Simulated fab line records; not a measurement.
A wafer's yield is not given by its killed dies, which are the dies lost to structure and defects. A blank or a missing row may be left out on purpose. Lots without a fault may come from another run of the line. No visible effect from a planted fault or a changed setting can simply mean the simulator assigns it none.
Which tool did it? :: flow berkeleyCmos170 :: 45 wafers from 15 lots sampled at 3 of the route's 331 steps

WHAT THE GAUGES SHOWED, per wafer
UCB170_PWELL_TW_MEAS_17. Usual: PWELL_TW gives 381 (standard deviation 3.7).
lot: L993
measured: day 3 03:14
on: filmMetro-04
PWELL_TW: 383 383 385
flag: 

lot: L994
measured: day 3 03:23
on: filmMetro-02
PWELL_TW: 384 384 385
flag: 

lot: L995
measured: day 3 12:43
on: filmMetro-01
PWELL_TW: 377 374 373
flag: 

lot: L996
measured: day 3 17:37
on: filmMetro-02
PWELL_TW: 386 384 384
flag: 

lot: L997
measured: day 3 19:04
on: filmMetro-02
PWELL_TW: 384 384 382
flag: 

lot: L998
measured: day 3 23:23
on: filmMetro-04
PWELL_TW: 380 383 382
flag: 

lot: L999
measured: day 4 13:55
on: filmMetro-02
PWELL_TW: 379 381 379
flag: 

lot: L107
measured: day 5 20:22
on: filmMetro-04
PWELL_TW: 380 382 382
flag: 

lot: L108
measured: day 6 02:56
on: filmMetro-04
PWELL_TW: 382 380 379
flag: 

lot: L110
measured: day 6 19:23
on: filmMetro-01
PWELL_TW: 376 377 377
flag: 

lot: L111
measured: day 6 19:31
on: filmMetro-02
PWELL_TW: 384 383 382
flag: 

lot: L112
measured: day 7 00:46
on: filmMetro-01
PWELL_TW: 375 375 376
flag: 

lot: L113
measured: day 7 08:29
on: filmMetro-04
PWELL_TW: 380 382 380
flag: 

lot: L115
measured: day 7 21:13
on: filmMetro-04
PWELL_TW: 382 383 380
flag: 

lot: L116
measured: day 8 02:10
on: filmMetro-02
PWELL_TW: 385 383 383
flag: 

UCB170_CONTACT_THK_MEAS_02. Usual: CONTACT_PSG_THK gives 702 nm (standard deviation 6.3).
lot: L993
measured: day 6 19:50
on: filmMetro-03
CONTACT_PSG_THK (nm): 700 699 699
flag: 

lot: L994
measured: day 6 19:50
on: filmMetro-04
CONTACT_PSG_THK (nm): 697 699 700
flag: 

lot: L995
measured: day 7 04:56
on: filmMetro-03
CONTACT_PSG_THK (nm): 708 705 715
flag: 

lot: L996
measured: day 7 18:13
on: filmMetro-03
CONTACT_PSG_THK (nm): 1277 1276 1275
flag: OFF

lot: L997
measured: day 7 16:27
on: filmMetro-02
CONTACT_PSG_THK (nm): 1284 1276 1281
flag: OFF

lot: L998
measured: day 7 16:53
on: filmMetro-02
CONTACT_PSG_THK (nm): 708 707 707
flag: 

lot: L999
measured: day 8 16:24
on: filmMetro-03
CONTACT_PSG_THK (nm): 1273 1278 1281
flag: OFF

lot: L107
measured: day 9 22:31
on: filmMetro-02
CONTACT_PSG_THK (nm): 705 709 707
flag: 

lot: L108
measured: day 9 22:31
on: filmMetro-04
CONTACT_PSG_THK (nm): 700 702 711
flag: 

lot: L110
measured: day 10 19:26
on: filmMetro-02
CONTACT_PSG_THK (nm): 696 698 698
flag: 

lot: L111
measured: day 10 19:56
on: filmMetro-02
CONTACT_PSG_THK (nm): 699 703 706
flag: 

lot: L112
measured: day 11 05:20
on: filmMetro-02
CONTACT_PSG_THK (nm): 701 705 698
flag: 

lot: L113
measured: day 11 16:11
on: filmMetro-02
CONTACT_PSG_THK (nm): 700 702 704
flag: 

lot: L115
measured: day 12 00:54
on: filmMetro-02
CONTACT_PSG_THK (nm): 702 707 703
flag: 

lot: L116
measured: day 12 14:19
on: filmMetro-04
CONTACT_PSG_THK (nm): 704 708 701
flag: 

WHICH TOOL RAN EACH LOT (tool, then ch and the chambers of the sampled wafers, then the start)
lot: L993
UCB170_CONTACT_CVD_01: lpcvd-01 ch 0, day 6 18:03

lot: L994
UCB170_CONTACT_CVD_01: lpcvd-01 ch 0, day 6 18:03

lot: L995
UCB170_CONTACT_CVD_01: lpcvd-02 ch 1, day 7 03:10

lot: L996
UCB170_CONTACT_CVD_01: lpcvd-01 ch 1, day 7 16:26

lot: L997
UCB170_CONTACT_CVD_01: lpcvd-01 ch 0, day 7 14:38

lot: L998
UCB170_CONTACT_CVD_01: lpcvd-02 ch 1, day 7 15:07

lot: L999
UCB170_CONTACT_CVD_01: lpcvd-01 ch 1, day 8 14:37

lot: L107
UCB170_CONTACT_CVD_01: lpcvd-02 ch 0, day 9 20:43

lot: L108
UCB170_CONTACT_CVD_01: lpcvd-02 ch 0, day 9 20:43

lot: L110
UCB170_CONTACT_CVD_01: lpcvd-01 ch 1, day 10 17:39

lot: L111
UCB170_CONTACT_CVD_01: lpcvd-02 ch 1, day 10 18:08

lot: L112
UCB170_CONTACT_CVD_01: lpcvd-02 ch 0, day 11 03:32

lot: L113
UCB170_CONTACT_CVD_01: lpcvd-01 ch 0, day 11 14:24

lot: L115
UCB170_CONTACT_CVD_01: lpcvd-01 ch 0, day 11 23:07

lot: L116
UCB170_CONTACT_CVD_01: lpcvd-01 ch 0, day 12 12:31
- UCB170_CONTACT_CVD_01: deposits PSG from SiH4/O2/PH3, target thk 700 nm, time 2820 s.

WHAT THE TOOLS THEMSELVES READ (means of the sampled wafers that have a number; where no wafer has one, the mark that the record gives instead)
UCB170_CONTACT_CVD_01. Usual: spikeTcLoadC 467.2 C, standard deviation 2.5; zonePowerLoadPct 7.0 %, standard deviation 0.32.
lot: L993
tool: lpcvd-01
spikeTcLoadC (C): 465.1
zonePowerLoadPct (%): 6.9
flag: 

lot: L994
tool: lpcvd-01
spikeTcLoadC (C): 465.5
zonePowerLoadPct (%): 6.9
flag: 

lot: L995
tool: lpcvd-02
spikeTcLoadC (C): 471.2
zonePowerLoadPct (%): 6.5
flag: 

lot: L996
tool: lpcvd-01
spikeTcLoadC (C): 465.4
zonePowerLoadPct (%): 7.4
flag: 

lot: L997
tool: lpcvd-01
spikeTcLoadC (C): 465.5
zonePowerLoadPct (%): 6.8
flag: 

lot: L998
tool: lpcvd-02
spikeTcLoadC (C): 470.8
zonePowerLoadPct (%): 6.4
flag: 

lot: L999
tool: lpcvd-01
spikeTcLoadC (C): 464.6
zonePowerLoadPct (%): 7.3
flag: 

lot: L107
tool: lpcvd-02
spikeTcLoadC (C): 468.9
zonePowerLoadPct (%): 7.1
flag: 

lot: L108
tool: lpcvd-02
spikeTcLoadC (C): 468.7
zonePowerLoadPct (%): 7.1
flag: 

lot: L110
tool: lpcvd-01
spikeTcLoadC (C): 466.0
zonePowerLoadPct (%): 7.3
flag: 

lot: L111
tool: lpcvd-02
spikeTcLoadC (C): 470.6
zonePowerLoadPct (%): 6.4
flag: 

lot: L112
tool: lpcvd-02
spikeTcLoadC (C): 469.8
zonePowerLoadPct (%): 7.0
flag: 

lot: L113
tool: lpcvd-01
spikeTcLoadC (C): 465.6
zonePowerLoadPct (%): 6.9
flag: 

lot: L115
tool: lpcvd-01
spikeTcLoadC (C): 464.7
zonePowerLoadPct (%): 6.9
flag: 

lot: L116
tool: lpcvd-01
spikeTcLoadC (C): 465.5
zonePowerLoadPct (%): 6.9
flag: 

THE ANSWER, worked out from the rows above alone
Rule: a lot counts as off when the mean over its wafers that have a number is more than 3 standard deviations away from the usual mean. A lot without any number at a reading at which 4 lots or more have one is off too. All remaining lots with rows at the step are treated as sound. The gauges are gone through in route order, then the tools' own readings, and for those a lot's mean is taken as printed above. The first step at which some lot is off is used, and at that step the reading that is off furthest; a lot without a number counts as furthest.
Off: L996, L997, L999, seen at UCB170_CONTACT_THK_MEAS_02 (CONTACT_PSG_THK).
A tool fits if, at a process step before that reading, it ran every lot that is off, and no sound lot after the first of them. The gauges at UCB170_CONTACT_THK_MEAS_02 are tried like those tools. None of those tried fits.

WHAT THE SIMULATOR HAD INSERTED
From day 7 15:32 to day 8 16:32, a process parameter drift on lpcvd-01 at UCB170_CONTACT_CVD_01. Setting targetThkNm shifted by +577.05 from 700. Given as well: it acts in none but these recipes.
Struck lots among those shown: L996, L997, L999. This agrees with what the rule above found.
